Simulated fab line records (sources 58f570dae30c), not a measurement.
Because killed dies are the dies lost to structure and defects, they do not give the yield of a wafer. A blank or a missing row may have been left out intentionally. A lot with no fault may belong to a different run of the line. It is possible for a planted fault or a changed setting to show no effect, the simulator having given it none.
Split-lot experiment :: flow berkeley_cmos170 :: 23 wafers read from 5 lots, route of 331 steps

THE SPLIT
At UCB170_V2_COAT_07 (resist thk 900 nm), the setting resist_thk_nm was moved away from the recipe's 900 nm on 8 of the 23 wafers read, by -5.8% to +4.5%. The other wafers ran this setting at the recipe's value.

FROM THE SPLIT TO THE READING: what the file shows between them, 2 steps
- UCB170_V2_SOFTBAKE_08: time 60 s
- UCB170_V2_EXPOSE_09: exposes mask VIA2, target cd 700 nm

THE READING
KrF_of_V2_COAT_07.thk_nm (the simulator's own value, which no gauge read), in nm, at UCB170_V2_ETCH_14 (etches SiO2 in CHF3/CF4/Ar, stops on Al, target depth 1250 nm, time 291 s). The file gives no usual value for it. Average 609.0 nm, standard deviation 5.6 nm, over the 15 wafers here run with the recipe.

wafer: L074.1
tool, chamber at the split: litho_track-03, 0
resist_thk_nm as run, nm: 900
against the recipe: recipe
KrF_of_V2_COAT_07.thk_nm, nm: 605.4
against lot-mates on the recipe: -

wafer: L074.2
tool, chamber at the split: litho_track-03, 0
resist_thk_nm as run, nm: 847.5
against the recipe: -5.8%
KrF_of_V2_COAT_07.thk_nm, nm: 547.2
against lot-mates on the recipe: -60.9

wafer: L074.3
tool, chamber at the split: litho_track-03, 0
resist_thk_nm as run, nm: 900
against the recipe: recipe
KrF_of_V2_COAT_07.thk_nm, nm: 610.8
against lot-mates on the recipe: -

wafer: L074.4
tool, chamber at the split: litho_track-03, 0
resist_thk_nm as run, nm: 847.5
against the recipe: -5.8%
KrF_of_V2_COAT_07.thk_nm, nm: 569.3
against lot-mates on the recipe: -38.8

wafer: L074.5
tool, chamber at the split: litho_track-03, 0
resist_thk_nm as run, nm: 847.5
against the recipe: -5.8%
KrF_of_V2_COAT_07.thk_nm, nm: 561.1
against lot-mates on the recipe: -47.0

wafer: L076.1
tool, chamber at the split: litho_track-02, 0
resist_thk_nm as run, nm: 900
against the recipe: recipe
KrF_of_V2_COAT_07.thk_nm, nm: 604.8
against lot-mates on the recipe: -

wafer: L076.2
tool, chamber at the split: litho_track-02, 0
resist_thk_nm as run, nm: 900
against the recipe: recipe
KrF_of_V2_COAT_07.thk_nm, nm: 610.1
against lot-mates on the recipe: -

wafer: L076.6
tool, chamber at the split: litho_track-02, 0
resist_thk_nm as run, nm: 900
against the recipe: recipe
KrF_of_V2_COAT_07.thk_nm, nm: 606.1
against lot-mates on the recipe: -

wafer: L085.1
tool, chamber at the split: litho_track-02, 0
resist_thk_nm as run, nm: 940.3
against the recipe: +4.5%
KrF_of_V2_COAT_07.thk_nm, nm: 658.7
against lot-mates on the recipe: +42.9

wafer: L085.2
tool, chamber at the split: litho_track-02, 0
resist_thk_nm as run, nm: 940.3
against the recipe: +4.5%
KrF_of_V2_COAT_07.thk_nm, nm: 650.8
against lot-mates on the recipe: +35.0

wafer: L085.4
tool, chamber at the split: litho_track-02, 0
resist_thk_nm as run, nm: 940.3
against the recipe: +4.5%
KrF_of_V2_COAT_07.thk_nm, nm: 647.8
against lot-mates on the recipe: +32.0

wafer: L085.5
tool, chamber at the split: litho_track-02, 0
resist_thk_nm as run, nm: 900
against the recipe: recipe
KrF_of_V2_COAT_07.thk_nm, nm: 624.9
against lot-mates on the recipe: -

wafer: L085.6
tool, chamber at the split: litho_track-02, 0
resist_thk_nm as run, nm: 900
against the recipe: recipe
KrF_of_V2_COAT_07.thk_nm, nm: 606.7
against lot-mates on the recipe: -

wafer: L082.2
tool, chamber at the split: litho_track-01, 0
resist_thk_nm as run, nm: 900
against the recipe: recipe
KrF_of_V2_COAT_07.thk_nm, nm: 609.4
against lot-mates on the recipe: -

wafer: L082.3
tool, chamber at the split: litho_track-01, 0
resist_thk_nm as run, nm: 916.9
against the recipe: +1.9%
KrF_of_V2_COAT_07.thk_nm, nm: 624.5
against lot-mates on the recipe: +15.0

wafer: L082.4
tool, chamber at the split: litho_track-01, 0
resist_thk_nm as run, nm: 900
against the recipe: recipe
KrF_of_V2_COAT_07.thk_nm, nm: 608.6
against lot-mates on the recipe: -

wafer: L082.5
tool, chamber at the split: litho_track-01, 0
resist_thk_nm as run, nm: 900
against the recipe: recipe
KrF_of_V2_COAT_07.thk_nm, nm: 610.4
against lot-mates on the recipe: -

wafer: L082.6
tool, chamber at the split: litho_track-01, 0
resist_thk_nm as run, nm: 916.9
against the recipe: +1.9%
KrF_of_V2_COAT_07.thk_nm, nm: 621.5
against lot-mates on the recipe: +12.0

wafer: L080.1
tool, chamber at the split: litho_track-03, 0
resist_thk_nm as run, nm: 900
against the recipe: recipe
KrF_of_V2_COAT_07.thk_nm, nm: 596.8
against lot-mates on the recipe: -

wafer: L080.2
tool, chamber at the split: litho_track-03, 0
resist_thk_nm as run, nm: 900
against the recipe: recipe
KrF_of_V2_COAT_07.thk_nm, nm: 608.7
against lot-mates on the recipe: -

wafer: L080.4
tool, chamber at the split: litho_track-03, 0
resist_thk_nm as run, nm: 900
against the recipe: recipe
KrF_of_V2_COAT_07.thk_nm, nm: 609.9
against lot-mates on the recipe: -

wafer: L080.5
tool, chamber at the split: litho_track-03, 0
resist_thk_nm as run, nm: 900
against the recipe: recipe
KrF_of_V2_COAT_07.thk_nm, nm: 608.5
against lot-mates on the recipe: -

wafer: L080.6
tool, chamber at the split: litho_track-03, 0
resist_thk_nm as run, nm: 900
against the recipe: recipe
KrF_of_V2_COAT_07.thk_nm, nm: 613.9
against lot-mates on the recipe: -

THE FIT
A straight line over all 23 wafers: KrF_of_V2_COAT_07.thk_nm changes by +8.91 nm for each +1% of resist_thk_nm; r = +0.97; the points scatter about the line by 6.4 nm.
The same after taking each lot's own level away (the mean of its wafers on the recipe; 23 wafers): +8.26 nm for each +1%; r = +0.97; scatter 5.7 nm.
On that fit, the largest move of resist_thk_nm shifts the reading by 48 nm.
Across the lots, their own levels run from 607.00 to 615.80 nm, a range of 1.6 times the standard deviation given above.
The two slopes are in agreement: the lot-to-lot level therefore moves the slope only a little.
Check: for one of the wafers moved furthest among these (-5.8%), held out of the fit, the line's prediction against its lot-mates is -44.5 nm. It came out at -60.9 nm against them.

FURTHER SPLITS ON THESE WAFERS
These wafers also went through other splits before the reading. Each is held against what the fit with the lots' levels taken away leaves over:
other split on the same wafers: UCB170_M2_EXPOSE_12 dose_mj
wafers away from the commonest value: 9
r with KrF_of_V2_COAT_07.thk_nm (lot level and that fit taken away): -0.25

other split on the same wafers: UCB170_V2_CMP_02 leave_above_ref_nm
wafers away from the commonest value: 8
r with KrF_of_V2_COAT_07.thk_nm (lot level and that fit taken away): +0.04

THE WHOLE CHAIN: every reading that the file lists as answering this split, in the file's order
step: UCB170_V2_COAT_07
what it does: resist thk 900 nm
reading: KrF_of_V2_COAT_07.thk_nm (the simulator's own value, which no gauge read)
change (the file's fit): +8.95 nm for each +1% of the setting
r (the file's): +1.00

step: UCB170_V2_ETCH_14
what it does: etches SiO2 in CHF3/CF4/Ar, stops on Al, target depth 1250 nm, time 291 s
reading: KrF_of_V2_COAT_07.thk_nm (the simulator's own value, which no gauge read)
change (the file's fit): +8.25 nm for each +1% of the setting
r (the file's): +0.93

step: UCB170_V2_STRIP_15
what it does: strips in O2
reading: strip_time_to_endpoint_s
change (the file's fit): withheld for each +1% of the setting
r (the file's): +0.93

THE FILE'S OWN FIT
KrF_of_V2_COAT_07.thk_nm changes by +8.25 nm for each +1% of resist_thk_nm, r = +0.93.
